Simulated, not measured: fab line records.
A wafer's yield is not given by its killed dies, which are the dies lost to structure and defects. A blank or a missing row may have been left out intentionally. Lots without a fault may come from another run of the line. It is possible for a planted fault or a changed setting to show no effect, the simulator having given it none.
Struck lot and sound lot, side by side -- flow berkeley_cmos170 -- 15 out of 331 route steps
Sound: wafers L804.1, L804.3, L804.5. Struck: wafer L816.3 (left out: L816.1, L816.4 of the same lot, which were not struck); the cause appears at the end.
Each step with rows lists, per side, the tool, then ch with its chambers, then its first start. Under that, the readings that differ: sound wafers -- struck wafers -- difference of the means -- sigmas: that difference in standard deviations of wafers without a fault.
alike: readings with means less than 2 such deviations apart, plus words and numbers identical on both sides. not compared: withheld readings, readings lacking a value on some wafer, bounds such as >300 that could conceal the same value, and numbers that have no deviation in the record and whose values overlap.
The two part at a step that has a row with sigmas, a row that says differs or no value, or rows on one side only. Numbers that have no deviation but don't overlap get no sigmas and don't part them. Lack of a reading on every wafer of one side parts them only where that side has two or more wafers.

UCB170_M1_RS_MEAS_01: the measuring method here is four-point-probe.
  sound on film_metro-01, day 7 18:10; struck on film_metro-04, day 10 13:34
  alike: M1_AL_RS
UCB170_M1_THK_MEAS_02: measures by xrf.
  sound on film_metro-01, day 7 18:17; struck on film_metro-04, day 10 13:41
reading,sound,struck,difference,sigmas
M1_AL_THK (nm),613 622 619,596,-22,-3
then, 6 steps without rows for these wafers: UCB170_M1_COAT_03; UCB170_M1_COAT_04 (resist thk 911.6 nm); UCB170_M1_SOFTBAKE_05 (time 60 s); UCB170_M1_EXPOSE_06 (exposes mask METAL1, target cd 700 nm); UCB170_M1_PEB_07; UCB170_M1_DEVELOP_08 (develop time 45 s).
UCB170_M1_CD_MEAS_09: the cd target is 700 nm.
  sound on cd_sem-01, day 7 19:28; struck on cd_sem-02, day 10 14:44
  alike: cd_nm
UCB170_M1_OVL_MEAS_10:
  sound on overlay-02, day 7 19:35; struck on overlay-02, day 10 14:51
reading,sound,struck,difference,sigmas
M1_OVL (nm),-6 -6 -3,8,+13,+2
UCB170_M1_ETCH_11: etches BARC in N2/H2.
  sound on rie_diel-03 ch 1,2,3, day 7 19:37; struck on rie_diel-03 ch 0, day 10 14:53
reading,sound,struck,difference,sigmas
oes_product_au (a.u.),0.968 1.009 1.007,1.061,+0.066,+3
  alike: drypump_motor_current_A, throttle_valve_pct
UCB170_M1_METAL_ETCH_12: etches Al in Cl2/BCl3, stops on PSG, target depth 780 nm, time 130 s.
  sound on rie_metal-02 ch 0, day 7 19:40; struck on rie_metal-03 ch 1, day 10 14:56
  alike: drypump_motor_current_A, oes_product_au, throttle_valve_pct
  not compared: rf_hours_counter_h
UCB170_M1_STRIP_13: strips in O2.
  sound on plasma_asher-03 ch 0,1, day 7 19:48; struck on plasma_asher-03 ch 0, day 10 15:04
reading,sound,struck,difference,sigmas
oes_product_au (a.u.),0.723 0.720 0.722,0.772,+0.050,+10
overash_fraction,0.5 0.5 0.5,0.3,-0.2,
  alike: drypump_motor_current_A
  not compared: rf_hours_counter_h
UCB170_M1_CD_MEAS_90: the cd target is 700 nm.
  sound on cd_sem-02, day 7 19:54; struck on cd_sem-01, day 10 15:10
  alike: cd_nm
then, 1 step without rows for these wafers: UCB170_M3_PROBE_99.

== WHERE THEY PART ==
First at UCB170_M1_THK_MEAS_02; last, within this record, at UCB170_M1_STRIP_13. Later steps at which nothing parts them and some readings are alike: UCB170_M1_CD_MEAS_90.

WHY: what the simulator had put in
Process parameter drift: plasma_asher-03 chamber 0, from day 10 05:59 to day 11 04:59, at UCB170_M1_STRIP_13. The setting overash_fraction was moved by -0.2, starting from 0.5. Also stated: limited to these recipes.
